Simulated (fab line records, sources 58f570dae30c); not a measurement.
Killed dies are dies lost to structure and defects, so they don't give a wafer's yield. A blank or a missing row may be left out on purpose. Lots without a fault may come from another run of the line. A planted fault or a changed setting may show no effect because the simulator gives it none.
fab line records | flow berkeley_cmos170
record lots=5 wafers=15 last_day=11
route steps=331 shown ACTIVE@66 PFIELD@79 FIELD@89 SACOX@97 SCREENOX@100 NVT@104
lots that met no fault: from a run of the same line without faults
start_h: hours from the record's first day to the start of the lot's first wafer shown | wait_h: hours since the lot's step before | " the same as in the row above | L1.1+2: a row that stands for several wafers | - no value, or no start given | * or withheld: withheld | < > ~ a bound
route shown NAME@n: a module of which the file shows steps, and the number in the route of the first | usual: mean/standard deviation of fault-free wafers | same: alike in all rows | chamber/n: place in a boat | sites: the reading at each site | _std_site: their standard deviation | _edge_site: outer sites' mean less inner sites' | radius_mm: how far each site lies from the wafer's centre | mask NAME#n: copy n | behind: the tool/chamber that last shaped the wafer | hold: why the lot was held/for how many hours/how that ended | device: the transistor (n, p or np) that didn't switch | end of line: the same wafers' tests at the end of the route | a step without rows: its recipe alone | killed: dies lost to structure and defects at the first sort, not the wafer's yield | map: a wafer's dies, x killed, . not, _ none there
set.NAME: the setting as run; set.NAME@STEP: as run at that earlier step | model.NAME: the simulator's own value behind a step, which no gauge read
lots at some steps of the route; a table a step, a row a wafer
services: from which hour (start_h, from the record's first day; less than 0 if before it) a tool's chamber was out of use, for how many hours, and why
## steps
# step UCB170_ACTIVE_THK_MEAS_06
# recipe reads=Si3N4_of_ACTIVE_CVD_05
# usual ACTIVE_NITRIDE_THK=219.8/1.8
# columns lot.wafer tool chamber start_h wait_h ACTIVE_NITRIDE_THK[nm]
L082.1 film_metro-03 - 106.77 0.0 218.0
L082.2 " - " " 218.6
L082.5 " - " " 219.5
L081.1 film_metro-03 - 123.58 0.0 222.9
L081.2 " - " " 219.9
L081.6 " - " " 219.1
L090.4 film_metro-02 - 150.12 0.0 218.5
L090.5 " - " " 217.6
L090.6 " - " " 216.6
L093.2 film_metro-04 - 169.81 0.0 217.8
L093.3 " - " " 217.3
L093.6 " - " " 220.3
L094.3 film_metro-02 - 169.82 0.0 219.6
L094.4 " - " " 218.8
L094.5 " - " " 218.5
# step UCB170_ACTIVE_HMDS_07
# recipe prime_time_s=60 prime_temp_c=100
# usual chill_plate_temp_C=23.00/0.11
# columns lot.wafer tool chamber start_h wait_h chill_plate_temp_C
L082.1 litho_track-04 0 106.84 0.1 23.00
L082.2 " 0 " " 22.91
L082.5 " 0 " " 22.89
L081.1 litho_track-04 0 123.80 0.2 23.03
L081.2 " 0 " " 22.74
L081.6 " 0 " " 22.81
L090.4 litho_track-02 0 150.80 0.7 22.86
L090.5 " 0 " " 22.87
L090.6 " 0 " " 22.91
L093.2 litho_track-04 0 170.07 0.2 23.15
L093.3 " 0 " " 23.13
L093.6 " 0 " " 23.10
L094.3 litho_track-01 0 170.20 0.4 23.01
L094.4 " 0 " " 22.90
L094.5 " 0 " " 23.02
# step UCB170_ACTIVE_COAT_08
# recipe resist=KrF spin_rpm=1500 resist_thk_nm=900
# usual chill_plate_temp_C=22.97/0.11 dispense_pressure_kPa=53/3.2
# columns lot.wafer tool chamber start_h wait_h chill_plate_temp_C dispense_pressure_kPa
L082.1 litho_track-04 0 106.99 0.1 22.90 56
L082.2 " 0 " " 22.88 57
L082.5 " 0 " " 22.85 57
L081.1 litho_track-04 0 123.95 0.1 23.12 57
L081.2 " 0 " " 23.05 56
L081.6 " 0 " " 23.02 56
L090.4 litho_track-02 0 150.95 0.1 23.04 52
L090.5 " 0 " " 22.99 52
L090.6 " 0 " " 23.11 52
L093.2 litho_track-04 0 170.22 0.1 22.86 57
L093.3 " 0 " " 22.94 57
L093.6 " 0 " " 22.97 57
L094.3 litho_track-01 0 170.35 0.1 23.12 49
L094.4 " 0 " " 23.17 49
L094.5 " 0 " " 22.98 49
# step UCB170_ACTIVE_SOFTBAKE_09
# recipe resist=KrF temp_c=130 time_s=60
# usual chill_plate_temp_C=23.03/0.099
# columns lot.wafer tool chamber start_h wait_h chill_plate_temp_C
L082.1 litho_track-04 0 107.14 0.1 23.05
L082.2 " 0 " " 23.00
L082.5 " 0 " " 22.98
L081.1 litho_track-04 0 124.10 0.1 23.09
L081.2 " 0 " " 23.11
L081.6 " 0 " " 23.06
L090.4 litho_track-02 0 151.10 0.1 23.09
L090.5 " 0 " " 23.02
L090.6 " 0 " " 23.05
L093.2 litho_track-04 0 170.37 0.1 23.17
L093.3 " 0 " " 23.00
L093.6 " 0 " " 23.04
L094.3 litho_track-01 0 170.50 0.1 22.96
L094.4 " 0 " " 22.96
L094.5 " 0 " " 22.97
# step UCB170_ACTIVE_EXPOSE_10
# recipe mask_id=ACTIVE target_cd_nm=1200 na=0.5 sigma_outer=0.6 source_shape=conventional dose_mj=20
# columns lot.wafer tool chamber start_h wait_h mask
L082.1+2+5 krf_scanner-02 0 107.34 0.2 ACTIVE#0
L081.1+2+6 krf_scanner-02 0 124.25 0.1 ACTIVE#0
L090.4+5+6 krf_scanner-01 0 151.36 0.2 ACTIVE#0
L093.2+3+6 krf_scanner-01 0 170.64 0.2 ACTIVE#0
L094.3+4+5 krf_scanner-02 0 170.90 0.4 ACTIVE#0
# step UCB170_ACTIVE_PEB_11
# recipe peb_temp_c=130 peb_time_s=withheld resist=KrF
# usual chill_plate_temp_C=22.99/0.11
# columns lot.wafer tool chamber start_h wait_h chill_plate_temp_C
L082.1 litho_track-02 0 108.07 0.7 22.99
L082.2 " 0 " " 22.92
L082.5 " 0 " " 22.92
L081.1 litho_track-04 0 124.97 0.7 22.99
L081.2 " 0 " " 22.98
L081.6 " 0 " " 22.99
L090.4 litho_track-02 0 151.80 0.4 23.12
L090.5 " 0 " " 22.98
L090.6 " 0 " " 23.08
L093.2 litho_track-02 0 170.81 0.2 23.09
L093.3 " 0 " " 22.86
L093.6 " 0 " " 23.06
L094.3 litho_track-02 0 171.11 0.2 22.90
L094.4 " 0 " " 23.01
L094.5 " 0 " " 22.86
# step UCB170_ACTIVE_DEVELOP_12
# recipe developer=TMAH develop_time_s=45 resist=KrF dev_temp_c=21.33
# usual chill_plate_temp_C=23.02/0.1
# same develop_time_s=45
# columns lot.wafer tool chamber start_h wait_h chill_plate_temp_C
L082.1 litho_track-02 0 - - 22.85
L082.2 " 0 " " 23.10
L082.5 " 0 " " 23.04
L081.1 litho_track-04 0 - - 23.14
L081.2 " 0 " " 22.93
L081.6 " 0 " " 22.88
L090.4 litho_track-02 0 - - 22.98
L090.5 " 0 " " 22.91
L090.6 " 0 " " 22.85
L093.2 litho_track-02 0 - - 23.11
L093.3 " 0 " " 23.08
L093.6 " 0 " " 23.20
L094.3 litho_track-02 0 - - 22.73
L094.4 " 0 " " 22.85
L094.5 " 0 " " 22.85
# step UCB170_ACTIVE_CD_MEAS_13
# recipe target_cd_nm=1200
# usual cd_nm=1199.7/1.3
# columns lot.wafer tool chamber start_h wait_h cd_nm
L082.1 cd_sem-02 - 108.34 - 1199.5
L082.2 " - " " 1199.2
L082.5 " - " " 1199.7
L081.1 cd_sem-02 - 125.25 - 1200.5
L081.2 " - " " 1198.9
L081.6 " - " " 1199.7
L090.4 cd_sem-01 - 152.35 - 1199.3
L090.5 " - " " 1197.6
L090.6 " - " " 1199.4
L093.2 cd_sem-01 - 171.08 - 1201.8
L093.3 " - " " 1200.5
L093.6 " - " " 1200.9
L094.3 cd_sem-02 - 171.38 - 1200.4
L094.4 " - " " 1202.3
L094.5 " - " " 1200.1
# step UCB170_ACTIVE_OVL_MEAS_14
# usual ACTIVE_OVL=2/6.4
# columns lot.wafer tool chamber start_h wait_h ACTIVE_OVL[nm]
L082.1 overlay-02 - 108.46 0.1 5
L082.2 " - " " 11
L082.5 " - " " 5
L081.1 overlay-02 - 125.37 0.1 0
L081.2 " - " " 7
L081.6 " - " " 6
L090.4 overlay-01 - 152.43 0.1 6
L090.5 " - " " 2
L090.6 " - " " 3
L093.2 overlay-02 - 171.19 0.1 7
L093.3 " - " " -8
L093.6 " - " " 0
L094.3 overlay-01 - 171.47 0.1 3
L094.4 " - " " -5
L094.5 " - " " 10
# step UCB170_ACTIVE_ETCH_15
# recipe chemistry=CH3F/Ar/O2 target=Si3N4 stop_on=SiO2 CH3F_flow_sccm=20 Ar_flow_sccm=50 O2_flow_sccm=7 pressure_mtorr=50 rf_w=450 target_depth_a=2420 over_etch_frac=0.1 time_s=151
# usual drypump_motor_current_A=5.6/0.52 mfc_ar_sccm=50.00/0.16 oes_product_au=0.938/0.017 throttle_valve_pct=8.05/0.1
# columns lot.wafer tool chamber start_h wait_h drypump_motor_current_A mfc_ar_sccm oes_product_au rf_hours_counter_h throttle_valve_pct
L082.1 rie_diel-01 0 108.50 0.0 6.5 49.87 0.941 16 8.04
L082.2 " 1 " " 5.4 49.84 0.952 123 7.97
L082.5 " 0 " " 6.5 49.89 0.953 - 8.04
L081.1 rie_diel-01 0 125.40 0.0 6.5 49.77 0.953 17 8.04
L081.2 " 2 " " 5.6 49.94 0.918 17 8.14
L081.6 " 3 " " 5.3 49.97 0.958 - 7.97
L090.4 rie_diel-01 1 152.45 0.0 5.5 50.08 0.940 125 7.97
L090.5 " 1 " " 5.5 50.22 0.937 - 7.97
L090.6 " 0 " " 6.5 49.75 0.941 - 8.05
L093.2 rie_diel-01 0 171.22 0.0 6.5 49.99 0.936 20 8.03
L093.3 " 1 " " 5.4 49.93 0.943 127 7.95
L093.6 " 0 " " 6.5 49.95 0.947 - 8.05
L094.3 rie_diel-02 1 171.50 0.0 5.8 50.16 0.941 21 8.03
L094.4 " 0 " " 4.8 50.10 0.910 - 8.06
L094.5 " 1 " " 5.8 50.36 0.938 - 8.02
# step UCB170_ACTIVE_STRIP_16
# recipe chemistry=O2 power_w=400 pressure_mtorr=3500 platen_temp_c=withheld o2_flow_sccm=400 overash_fraction=0.5
# usual drypump_motor_current_A=5.9/0.33 oes_product_au=0.721/0.0043 strip_time_to_endpoint_s=18.07/0.08
# columns lot.wafer tool chamber start_h wait_h drypump_motor_current_A oes_product_au rf_hours_counter_h strip_time_to_endpoint_s
L082.1 plasma_asher-03 0 108.60 0.1 6.0 0.720 40 18.09
L082.2 " 1 " " 5.7 0.723 40 17.96
L082.5 " 0 " " 6.0 0.723 - 18.12
L081.1 plasma_asher-03 0 125.50 0.1 6.0 0.725 43 18.05
L081.2 " 1 " " 5.7 0.719 43 18.04
L081.6 " 0 " " 6.1 0.723 - 18.05
L090.4 plasma_asher-02 0 152.58 0.1 5.6 0.719 - 18.09
L090.5 " 0 " " 5.6 0.718 - 17.99
L090.6 " 1 " " 5.9 0.727 - 18.03
L093.2 plasma_asher-03 0 171.32 0.1 6.0 0.718 49 18.09
L093.3 " 1 " " 5.7 0.717 - 17.97
L093.6 " 0 " " 6.0 0.717 - 18.07
L094.3 plasma_asher-01 0 171.63 0.1 6.6 0.718 - 17.93
L094.4 " 1 " " 5.6 0.716 - 17.98
L094.5 " 0 " " 6.6 0.722 - 17.99
# step UCB170_ACTIVE_CD_MEAS_90
# recipe target_cd_nm=1200
# usual cd_nm=1199.7/1.2
# columns lot.wafer tool chamber start_h wait_h cd_nm
L082.1 cd_sem-02 - 108.70 0.1 1199.6
L082.2 " - " " 1199.2
L082.5 " - " " 1199.6
L081.1 cd_sem-02 - 125.60 0.1 1200.1
L081.2 " - " " 1198.8
L081.6 " - " " 1199.9
L090.4 cd_sem-01 - 153.19 0.6 1199.4
L090.5 " - " " 1197.7
L090.6 " - " " 1198.9
L093.2 cd_sem-02 - 171.48 0.1 1201.7
L093.3 " - " " 1200.1
L093.6 " - " " 1200.9
L094.3 cd_sem-02 - 171.74 0.1 1200.2
L094.4 " - " " 1202.2
L094.5 " - " " 1200.0
# step UCB170_ACTIVE_CLEAN_17
# recipe chemistry=SPM temp_c=120 time_s=600
# columns lot.wafer tool chamber start_h wait_h
L082.1+2+5 wet_bench-04 2 108.82 0.1
L081.1+2+6 wet_bench-03 3 125.72 0.1
L090.4+5+6 wet_bench-04 1 154.65 1.4
L093.2+3+6 wet_bench-02 3 171.58 0.1
L094.3+4+5 wet_bench-02 0 171.82 0.1
# step UCB170_PFIELD_HMDS_00
# recipe prime_time_s=60 prime_temp_c=100
# usual chill_plate_temp_C=23.00/0.11
# columns lot.wafer tool chamber start_h wait_h chill_plate_temp_C
L082.1 litho_track-03 0 109.32 0.3 23.14
L082.2 " 0 " " 23.15
L082.5 " 0 " " 23.27
L081.1 litho_track-01 0 126.86 1.0 22.94
L081.2 " 0 " " 23.25
L081.6 " 0 " " 23.03
L090.4 litho_track-02 0 155.26 0.4 23.01
L090.5 " 0 " " 22.95
L090.6 " 0 " " 22.95
L093.2 litho_track-03 0 171.78 0.0 23.26
L093.3 " 0 " " 22.89
L093.6 " 0 " " 23.01
L094.3 litho_track-01 0 172.04 0.1 22.99
L094.4 " 0 " " 23.00
L094.5 " 0 " " 22.95
# step UCB170_PFIELD_COAT_01
# recipe resist=KrF spin_rpm=1500 resist_thk_nm=900
# usual chill_plate_temp_C=23.00/0.098 dispense_pressure_kPa=49.0/2.2
# columns lot.wafer tool chamber start_h wait_h chill_plate_temp_C dispense_pressure_kPa
L082.1 litho_track-03 0 109.47 0.1 22.98 46.7
L082.2 " 0 " " 22.94 46.7
L082.5 " 0 " " 23.05 46.7
L081.1 litho_track-01 0 127.01 0.1 22.94 48.6
L081.2 " 0 " " 23.07 48.6
L081.6 " 0 " " 22.91 48.6
L090.4 litho_track-02 0 155.41 0.1 22.90 52.2
L090.5 " 0 " " 22.96 52.2
L090.6 " 0 " " 22.96 52.2
L093.2 litho_track-03 0 171.93 0.1 22.95 46.7
L093.3 " 0 " " 22.88 46.7
L093.6 " 0 " " 22.87 46.7
L094.3 litho_track-01 0 172.19 0.1 23.02 48.5
L094.4 " 0 " " 23.02 48.5
L094.5 " 0 " " 23.01 48.5
# step UCB170_PFIELD_SOFTBAKE_02
# recipe resist=KrF temp_c=130 time_s=60
# usual chill_plate_temp_C=22.98/0.097
# columns lot.wafer tool chamber start_h wait_h chill_plate_temp_C
L082.1 litho_track-03 0 109.62 0.1 22.89
L082.2 " 0 " " 22.97
L082.5 " 0 " " 23.04
L081.1 litho_track-01 0 127.16 0.1 22.86
L081.2 " 0 " " 22.92
L081.6 " 0 " " 22.93
L090.4 litho_track-02 0 155.56 0.1 22.86
L090.5 " 0 " " 22.82
L090.6 " 0 " " 22.98
L093.2 litho_track-03 0 172.08 0.1 23.13
L093.3 " 0 " " 22.83
L093.6 " 0 " " 22.88
L094.3 litho_track-01 0 172.34 0.1 23.01
L094.4 " 0 " " 22.99
L094.5 " 0 " " 22.90
# step UCB170_PFIELD_EXPOSE_03
# recipe mask_id=PFIELD na=0.5 sigma_outer=0.6 source_shape=conventional target_cd_nm=1500 dose_mj=30
# columns lot.wafer tool chamber start_h wait_h mask
L082.1+2+5 krf_scanner-02 0 109.77 0.1 PFIELD#0
L081.1+2+6 krf_scanner-02 0 - - PFIELD#0
L090.4+5+6 krf_scanner-02 0 156.04 0.5 PFIELD#0
L093.2+3+6 krf_scanner-01 0 172.22 0.1 PFIELD#0
L094.3+4+5 krf_scanner-02 0 172.60 0.2 PFIELD#0
# step UCB170_PFIELD_PEB_04
# recipe peb_temp_c=130 peb_time_s=withheld resist=KrF
# usual chill_plate_temp_C=22.98/0.1
# columns lot.wafer tool chamber start_h wait_h chill_plate_temp_C
L082.1 litho_track-02 0 110.79 1.0 23.03
L082.2 " 0 " " 22.91
L082.5 " 0 " " 23.03
L081.1 litho_track-01 0 - - 22.95
L081.2 " 0 " " 22.96
L081.6 " 0 " " 22.90
L090.4 litho_track-01 0 156.18 0.1 22.97
L090.5 " 0 " " 23.07
L090.6 " 0 " " 23.06
L093.2 litho_track-03 0 172.35 0.1 23.03
L093.3 " 0 " " 22.94
L093.6 " 0 " " 23.02
L094.3 litho_track-01 0 172.73 0.1 22.90
L094.4 " 0 " " 22.88
L094.5 " 0 " " 22.97
# step UCB170_PFIELD_DEVELOP_05
# recipe developer=TMAH develop_time_s=45 resist=KrF dev_temp_c=21
# usual chill_plate_temp_C=22.98/0.11
# same develop_time_s=45
# columns lot.wafer tool chamber start_h wait_h chill_plate_temp_C
L082.1 litho_track-02 0 - - 22.88
L082.2 " 0 " " 23.11
L082.5 " 0 " " 23.04
L081.1 litho_track-01 0 - - 23.01
L081.2 " 0 " " 23.05
L081.6 " 0 " " 23.00
L090.4 litho_track-01 0 - - 22.87
L090.5 " 0 " " 23.02
L090.6 " 0 " " 23.12
L093.2 litho_track-03 0 - - 23.04
L093.3 " 0 " " 22.94
L093.6 " 0 " " 22.98
L094.3 litho_track-01 0 - - 22.92
L094.4 " 0 " " 22.75
L094.5 " 0 " " 22.80
# step UCB170_PFIELD_OVL_MEAS_06
# usual PFIELD_OVL=-4/5.4
# columns lot.wafer tool chamber start_h wait_h PFIELD_OVL[nm]
L082.1 overlay-01 - 111.07 - -9
L082.2 " - " " -5
L082.5 " - " " -10
L081.1 overlay-01 - 128.76 - 3
L081.2 " - " " -12
L081.6 " - " " 4
L090.4 overlay-01 - 156.39 - -6
L090.5 " - " " -7
L090.6 " - " " -4
L093.2 overlay-02 - 172.60 - 0
L093.3 " - " " 8
L093.6 " - " " -6
L094.3 overlay-01 - 172.97 - -7
L094.4 " - " " -5
L094.5 " - " " -3
# step UCB170_PFIELD_IMPLANT_07
# recipe species=B dose_cm2=2e+13 energy_kev=80 tilt_deg=7
# columns lot.wafer tool chamber start_h wait_h
L082.1+2+5 implanter-04 0 111.11 0.0
L081.1+2+6 implanter-02 0 128.79 0.0
L090.4+5+6 implanter-02 0 156.49 0.1
L093.2+3+6 implanter-02 0 172.66 0.0
L094.3+4+5 implanter-01 0 173.04 0.1
# step UCB170_PFIELD_STRIP_08
# recipe chemistry=O2 power_w=400 pressure_mtorr=3500 platen_temp_c=withheld o2_flow_sccm=400 overash_fraction=0.5
# usual drypump_motor_current_A=5.7/0.37 oes_product_au=0.735/0.0046 strip_time_to_endpoint_s=21.64/0.07
# columns lot.wafer tool chamber start_h wait_h drypump_motor_current_A oes_product_au rf_hours_counter_h strip_time_to_endpoint_s
L082.1 plasma_asher-02 1 111.26 0.1 5.9 0.736 34 21.60
L082.2 " 0 " " 5.6 0.731 34 21.62
L082.5 " 0 " " 5.6 0.738 - 21.59
L081.1 plasma_asher-02 0 128.94 0.1 5.5 0.730 36 21.66
L081.2 " 1 " " 5.9 0.731 36 21.57
L081.6 " 0 " " 5.5 0.733 - 21.61
L090.4 plasma_asher-03 0 156.60 0.1 6.1 0.726 - 21.63
L090.5 " 1 " " 5.6 0.736 - 21.64
L090.6 " 0 " " 6.0 0.725 - 21.66
L093.2 plasma_asher-04 1 172.78 0.1 4.8 0.732 46 21.69
L093.3 " 1 " " 4.8 0.742 - 21.64
L093.6 " 1 " " 4.8 0.744 - 21.62
L094.3 plasma_asher-03 0 173.18 0.1 6.1 0.737 - 21.53
L094.4 " 1 " " 5.7 0.740 - 21.55
L094.5 " 1 " " 5.7 0.734 - 21.59
# step UCB170_PFIELD_TW_MEAS_09
# usual PFIELD_TW=603.7/2.7
# columns lot.wafer tool chamber start_h wait_h PFIELD_TW
L082.1 film_metro-02 - 111.36 0.1 605.3
L082.2 " - " " 604.4
L082.5 " - " " 607.0
L081.1 film_metro-02 - 129.04 0.1 608.1
L081.2 " - " " 609.1
L081.6 " - " " 605.1
L090.4 film_metro-03 - 156.69 0.1 604.5
L090.5 " - " " 603.7
L090.6 " - " " 602.0
L093.2 film_metro-01 - 172.89 0.1 602.6
L093.3 " - " " 598.8
L093.6 " - " " 596.8
L094.3 film_metro-02 - 173.26 0.1 602.9
L094.4 " - " " 603.2
L094.5 " - " " 600.6
# step UCB170_FIELD_CLEAN_00
# recipe chemistry=dHF dilution=25:1 time_s=7.5
# columns lot.wafer tool chamber start_h wait_h
L082.1+2+5 wet_bench-02 2 111.42 0.1
L081.1+2+6 wet_bench-01 3 129.10 0.1
L090.4+5+6 wet_bench-01 3 156.72 0.0
L093.2+3+6 wet_bench-02 1 172.94 0.0
L094.3+4+5 wet_bench-01 3 173.30 0.0
# step UCB170_FIELD_OXIDATION_01
# recipe temp_c=1000 ambient=H2O p_h2o_torr=584.62 target_thk_a=5583 ox_time_s=7200
# usual ox_temp_c_max=1005.2/1.7
# columns lot.wafer tool chamber start_h wait_h ox_temp_c_max
L082.1 furnace-01 0 115.98 4.6 1008.0
L082.2 " 0 " " 1010.2
L082.5 " 0 " " 1005.7
L081.1 furnace-01 0 130.22 1.1 1006.7
L081.2 " 0 " " 1007.1
L081.6 " 0 " " 1008.8
L090.4 furnace-02 0 159.20 2.5 1003.4
L090.5 " 0 " " 1002.3
L090.6 " 0 " " 1003.4
L093.2 furnace-01 0 176.34 3.4 1005.5
L093.3 " 0 " " 1006.3
L093.6 " 0 " " 1006.0
L094.3 furnace-01 0 176.34 3.0 1004.3
L094.4 " 0 " " 1007.9
L094.5 " 0 " " 1006.5
# step UCB170_FIELD_THK_MEAS_02
# recipe reads=SiO2_of_FIELD_OXIDATION_01
# usual FIELD_OXIDE_THK=550/9.1
# columns lot.wafer tool chamber start_h wait_h FIELD_OXIDE_THK[nm]
L082.1 film_metro-04 - 118.98 0.0 541
L082.2 " - " " 554
L082.5 " - " " 543
L081.1 film_metro-01 - 133.22 0.0 543
L081.2 " - " " 550
L081.6 " - " " 549
L090.4 film_metro-01 - 162.29 0.1 544
L090.5 " - " " 539
L090.6 " - " " 536
L093.2 film_metro-01 - 179.35 0.0 557
L093.3 " - " " 563
L093.6 " - " " 555
L094.3 film_metro-04 - 179.36 0.0 552
L094.4 " - " " 547
L094.5 " - " " 549
# step UCB170_FIELD_ANNEAL_03
# recipe temp_c=1000 time_s=1200 ambient=N2
# columns lot.wafer tool chamber start_h wait_h
L082.1+2+5 furnace-01 0 123.17 4.2
L081.1+2+6 furnace-01 0 134.47 1.2
L090.4+5+6 furnace-02 0 165.95 3.6
L093.2+3+6 furnace-04 0 182.16 2.8
L094.3+4+5 furnace-04 0 182.16 2.8
# step UCB170_FIELD_WET_ETCH_04
# recipe chemistry=dHF dilution=10:1 target=SiO2 temp_c=25 time_s=60
# columns lot.wafer tool chamber start_h wait_h
L082.1+2+5 wet_bench-04 3 124.50 0.0
L081.1+2+6 wet_bench-01 3 135.80 0.0
L090.4+5+6 wet_bench-04 1 167.28 0.0
L093.2+3+6 wet_bench-02 3 183.49 0.0
L094.3+4+5 wet_bench-02 3 183.49 0.0
# step UCB170_FIELD_WET_ETCH_05
# recipe chemistry=H3PO4 target=Si3N4 temp_c=160 time_s=12600
# columns lot.wafer tool chamber start_h wait_h
L082.1+2+5 wet_bench-04 3 124.52 0.0
L081.1+2+6 wet_bench-02 1 135.85 0.0
L090.4+5+6 wet_bench-01 3 167.31 0.0
L093.2+3+6 wet_bench-01 1 183.51 0.0
L094.3+4+5 wet_bench-01 0 183.51 0.0
# step UCB170_FIELD_WET_ETCH_06
# recipe chemistry=BOE dilution=5:1 target=SiO2 temp_c=25 time_s=22
# columns lot.wafer tool chamber start_h wait_h
L082.1+2+5 wet_bench-04 3 128.05 0.0
L081.1+2+6 wet_bench-02 2 139.36 0.0
L090.4+5+6 wet_bench-02 2 170.82 0.0
L093.2+3+6 wet_bench-01 0 187.02 0.0
L094.3+4+5 wet_bench-01 3 187.02 0.0
# step UCB170_FIELD_THK_MEAS_90
# recipe reads=SiO2_of_FIELD_OXIDATION_01
# usual FIELD_OXIDE_LEFT_1_THK=433/9.3
# columns lot.wafer tool chamber start_h wait_h FIELD_OXIDE_LEFT_1_THK[nm]
L082.1 film_metro-03 - 128.06 0.0 425
L082.2 " - " " 438
L082.5 " - " " 427
L081.1 film_metro-04 - 139.37 0.0 426
L081.2 " - " " 432
L081.6 " - " " 432
L090.4 film_metro-01 - 170.86 0.0 426
L090.5 " - " " 421
L090.6 " - " " 419
L093.2 film_metro-04 - 187.05 0.0 439
L093.3 " - " " 445
L093.6 " - " " 437
L094.3 film_metro-01 - 187.06 0.0 436
L094.4 " - " " 431
L094.5 " - " " 433
# step UCB170_SACOX_CLEAN_00
# recipe chemistry=dHF dilution=25:1 time_s=7.5
# columns lot.wafer tool chamber start_h wait_h
L082.1+2+5 wet_bench-01 3 128.21 0.1
L081.1+2+6 wet_bench-02 1 139.43 0.1
L090.4+5+6 wet_bench-02 0 170.89 0.0
L093.2+3+6 wet_bench-01 1 187.10 0.0
L094.3+4+5 wet_bench-01 1 187.10 0.0
# step UCB170_SACOX_OXIDATION_01
# recipe temp_c=900 ambient=O2 target_thk_a=144 ox_time_s=2400
# usual ox_temp_c_max=903.3/1.5
# columns lot.wafer tool chamber start_h wait_h ox_temp_c_max
L082.1 furnace-03 0 128.34 0.1 901.5
L082.2 " 0 " " 901.2
L082.5 " 0 " " 902.4
L081.1 furnace-03 0 139.44 0.0 901.8
L081.2 " 0 " " 903.0
L081.6 " 0 " " 901.7
L090.4 furnace-01 0 174.68 3.8 904.2
L090.5 " 0 " " 904.4
L090.6 " 0 " " 905.3
L093.2 furnace-02 0 192.30 5.2 902.8
L093.3 " 0 " " 902.4
L093.6 " 0 " " 903.8
L094.3 furnace-02 0 192.30 5.2 903.1
L094.4 " 0 " " 902.6
L094.5 " 0 " " 902.5
# step UCB170_SACOX_THK_MEAS_02
# recipe reads=SiO2_of_SACOX_OXIDATION_01
# usual SACOX_OXIDE_THK=14.40/0.3
# columns lot.wafer tool chamber start_h wait_h SACOX_OXIDE_THK[nm]
L082.1 film_metro-02 - 130.07 0.1 14.15
L082.2 " - " " 14.30
L082.5 " - " " 14.43
L081.1 film_metro-01 - 141.11 0.0 14.33
L081.2 " - " " 14.64
L081.6 " - " " 14.61
L090.4 film_metro-01 - 176.37 0.0 14.20
L090.5 " - " " 14.51
L090.6 " - " " 14.40
L093.2 film_metro-01 - 193.98 0.0 14.65
L093.3 " - " " 14.75
L093.6 " - " " 14.64
L094.3 film_metro-02 - 193.99 0.0 14.63
L094.4 " - " " 14.39
L094.5 " - " " 14.57
# step UCB170_SCREENOX_WET_ETCH_00
# recipe chemistry=dHF dilution=25:1 target=SiO2 temp_c=25 time_s=205.2
# columns lot.wafer tool chamber start_h wait_h
L082.1+2+5 wet_bench-01 3 130.30 0.2
L081.1+2+6 wet_bench-01 2 141.17 0.1
L090.4+5+6 wet_bench-03 1 176.40 0.0
L093.2+3+6 wet_bench-04 3 194.03 0.0
L094.3+4+5 wet_bench-04 0 194.03 0.0
# step UCB170_SCREENOX_OXIDATION_01
# recipe temp_c=900 ambient=O2 target_thk_a=144 ox_time_s=2400
# usual ox_temp_c_max=902.9/0.58
# columns lot.wafer tool chamber start_h wait_h ox_temp_c_max
L082.1 furnace-03 0 131.51 1.1 903.5
L082.2 " 0 " " 902.2
L082.5 " 0 " " 903.5
L081.1 furnace-02 0 141.90 0.7 903.1
L081.2 " 0 " " 903.3
L081.6 " 0 " " 903.8
L090.4 furnace-02 0 178.67 2.2 903.8
L090.5 " 0 " " 902.0
L090.6 " 0 " " 903.1
L093.2 furnace-02 0 197.82 3.7 902.4
L093.3 " 0 " " 902.8
L093.6 " 0 " " 903.8
L094.3 furnace-02 0 197.82 3.7 903.4
L094.4 " 0 " " 903.1
L094.5 " 0 " " 902.9
# step UCB170_SCREENOX_THK_MEAS_02
# recipe reads=SiO2_of_SCREENOX_OXIDATION_01
# usual SCREENOX_OXIDE_THK=14.42/0.3
# columns lot.wafer tool chamber start_h wait_h SCREENOX_OXIDE_THK[nm]
L082.1 film_metro-03 - 133.24 0.1 14.66
L082.2 " - " " 14.86
L082.5 " - " " 14.69
L081.1 film_metro-03 - 143.57 0.0 14.30
L081.2 " - " " 14.32
L081.6 " - " " 14.45
L090.4 film_metro-03 - 180.42 0.1 13.89
L090.5 " - " " 14.01
L090.6 " - " " 14.08
L093.2 film_metro-03 - 199.49 0.0 14.48
L093.3 " - " " 14.47
L093.6 " - " " 14.43
L094.3 film_metro-04 - 199.50 0.0 13.90
L094.4 " - " " 14.05
L094.5 " - " " 13.89
# step UCB170_SCREENOX_ANNEAL_03
# recipe temp_c=900 time_s=900 ambient=N2
# columns lot.wafer tool chamber start_h wait_h
L082.1+2+5 furnace-03 0 134.68 1.4
L081.1+2+6 furnace-04 0 145.11 1.5
L090.4+5+6 furnace-03 0 183.91 3.5
L093.2+3+6 furnace-02 0 203.82 4.3
L094.3+4+5 furnace-02 0 203.82 4.3
# step UCB170_NVT_HMDS_00
# recipe prime_time_s=60 prime_temp_c=100
# usual chill_plate_temp_C=22.99/0.091
# columns lot.wafer tool chamber start_h wait_h chill_plate_temp_C
L082.1 litho_track-03 0 136.46 0.5 23.06
L082.2 " 0 " " 22.79
L082.5 " 0 " " 22.93
L081.1 litho_track-03 0 146.38 0.0 22.91
L081.2 " 0 " " 22.99
L081.6 " 0 " " 23.03
L090.4 litho_track-03 0 185.35 0.2 23.07
L090.5 " 0 " " 22.91
L090.6 " 0 " " 23.11
L093.2 litho_track-02 0 205.32 0.2 23.00
L093.3 " 0 " " 22.83
L093.6 " 0 " " 22.80
L094.3 litho_track-04 0 205.40 0.3 23.13
L094.4 " 0 " " 23.25
L094.5 " 0 " " 22.98
## services
# columns tool chamber start_h hours kind
plasma_asher-04 - 84.29 2.8 pm
plasma_asher-04 - 87.04 29.1 pm
implanter-02 - 87.81 2.3 repair
plasma_asher-01 - 108.75 9.0 pm
krf_scanner-01 - 109.32 1.5 repair
rie_diel-02 3 110.03 13.7 repair
wet_bench-01 - 115.72 3.9 repair
furnace-02 - 117.05 3.8 pm
implanter-01 - 121.08 1.8 repair
plasma_asher-02 - 130.15 10.5 repair
plasma_asher-04 - 131.65 1.8 repair
krf_scanner-02 - 136.54 1.0 pm
krf_scanner-02 - 141.93 2.0 repair
krf_scanner-01 - 143.96 1.0 pm
krf_scanner-02 - 146.06 1.3 pm
krf_scanner-02 - 165.01 2.8 repair
furnace-01 - 171.63 3.0 pm
furnace-01 - 187.76 3.9 pm
furnace-03 - 191.26 3.4 pm
furnace-04 - 192.16 5.5 pm
furnace-01 - 198.62 3.9 pm
plasma_asher-03 - 199.30 2.3 repair
rie_diel-01 3 201.17 7.2 repair
implanter-02 - 201.66 3.5 repair
## key
fault none
